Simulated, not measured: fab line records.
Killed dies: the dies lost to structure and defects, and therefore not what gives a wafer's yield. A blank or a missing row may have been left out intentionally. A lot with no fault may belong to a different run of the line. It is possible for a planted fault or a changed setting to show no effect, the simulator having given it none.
8D (eight disciplines) problem report, filled in by code	flow rit_cmos	the parts of the form that need people (team, actions taken, sign-off) are left out

1. THE PROBLEM
cd_nm at RIT_CONTACT_CD_MEAS_08 reads a mean of 1063.8 nm on 3 wafers of 1 lot; wafers without a fault read 1000.5 nm with a standard deviation of 2. That puts it +32 standard deviations away from the usual mean.
The step: target cd 1000 nm.
Seen first at day 5 16:13 on cd_sem-02, wafer L652.2. At this step, 39 wafers from 13 lots have a number in the record. Rule for "out", or "out of limits": more than 4 standard deviations from the usual mean. Any other wafer with a number is counted as sound.

2. WHAT IT IS, AND WHAT IT ISN'T
question	is	is not
which readings at this step	cd_nm	-
which lots	L652	L640, L641, L642, L644, L645, L646, L647, L653, L655, L659, L661, L663
which wafers of those lots	all that have a number	-
read on which gauges	cd_sem-02	cd_sem-01
when	from day 5 16:13	up to then (21 sound wafers); but 15 sound wafers of L653, L655, L659, L661, L663 came after

3. THE SUSPECTS, EACH WITH WHAT RULES IT OUT
Counting: any tool at a process step up to the reading is kept as a suspect provided that every lot that is out went through it and no sound lot did after the first of them.
- the gauge at RIT_CONTACT_CD_MEAS_08 has been ruled out. All the wafers that are out were read on cd_sem-02, but those of them that RIT_CONTACT_EXPOSE_05 has rows for are out there too, on other tools.
- iline_stepper-01 at RIT_CONTACT_EXPOSE_05 (exposes mask M11, target cd 1000 nm): kept. It ran the lot that is out, L652 (day 5 15:31), and no sound lot after that; its last sound lot up to then is L647 (day 4 15:17). Its own readings are out on those wafers: exposure_dose_mJ_cm2.
The count leaves iline_stepper-01 at RIT_CONTACT_EXPOSE_05.

4. THE CAUSE (what the simulator had put in)
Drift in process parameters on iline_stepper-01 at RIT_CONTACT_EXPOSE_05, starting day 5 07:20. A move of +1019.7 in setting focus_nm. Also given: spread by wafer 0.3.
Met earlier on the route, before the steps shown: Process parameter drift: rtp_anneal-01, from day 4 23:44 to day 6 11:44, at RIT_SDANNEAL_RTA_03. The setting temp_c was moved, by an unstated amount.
Only this tool survived the counting.

5. THE EFFECT CHAIN, in route order
Each row: a reading whose mean over the struck wafers that have a number lies more than 3 standard deviations from the usual. Readings are gone through only where the record gives a usual standard deviation; hours: the median, over the lots, of the time from a lot's start at the first step in this table giving one to that lot's start at this step; sigmas: the change measured in usual standard deviations.
hours	step	reading	usual	on struck wafers	change	sigmas
0	RIT_CONTACT_EXPOSE_05	exposure_dose_mJ_cm2	249.95	240.85	-9.10	-38
1	RIT_CONTACT_CD_MEAS_08	cd_nm	1000.5 nm	1063.8	+63.3	+32
Its process steps:
- RIT_CONTACT_EXPOSE_05: exposes mask M11, target cd 1000 nm.
Later measuring or inspecting steps at which every struck wafer that the step has a row for has a number for every such reading, and none has moved that far: RIT_M1_OVL_MEAS_10.

6. WHAT WOULD HAVE CAUGHT IT SOONER
Counted from the fault's start at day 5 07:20, it took 9 hours until the first out-of-limits reading at a measuring or inspecting step in this record, taken at day 5 16:13.
At RIT_CONTACT_EXPOSE_05, the tool's own readings (exposure_dose_mJ_cm2) were out on each struck wafer the step has a row for, so an alarm limit on them would have fired on the first such wafer.
By day 5 16:13 the whole set of lots that are out, 1 in number, had already begun RIT_CONTACT_EXPOSE_05 on iline_stepper-01. None of them would have been spared by holding the tool at that moment.
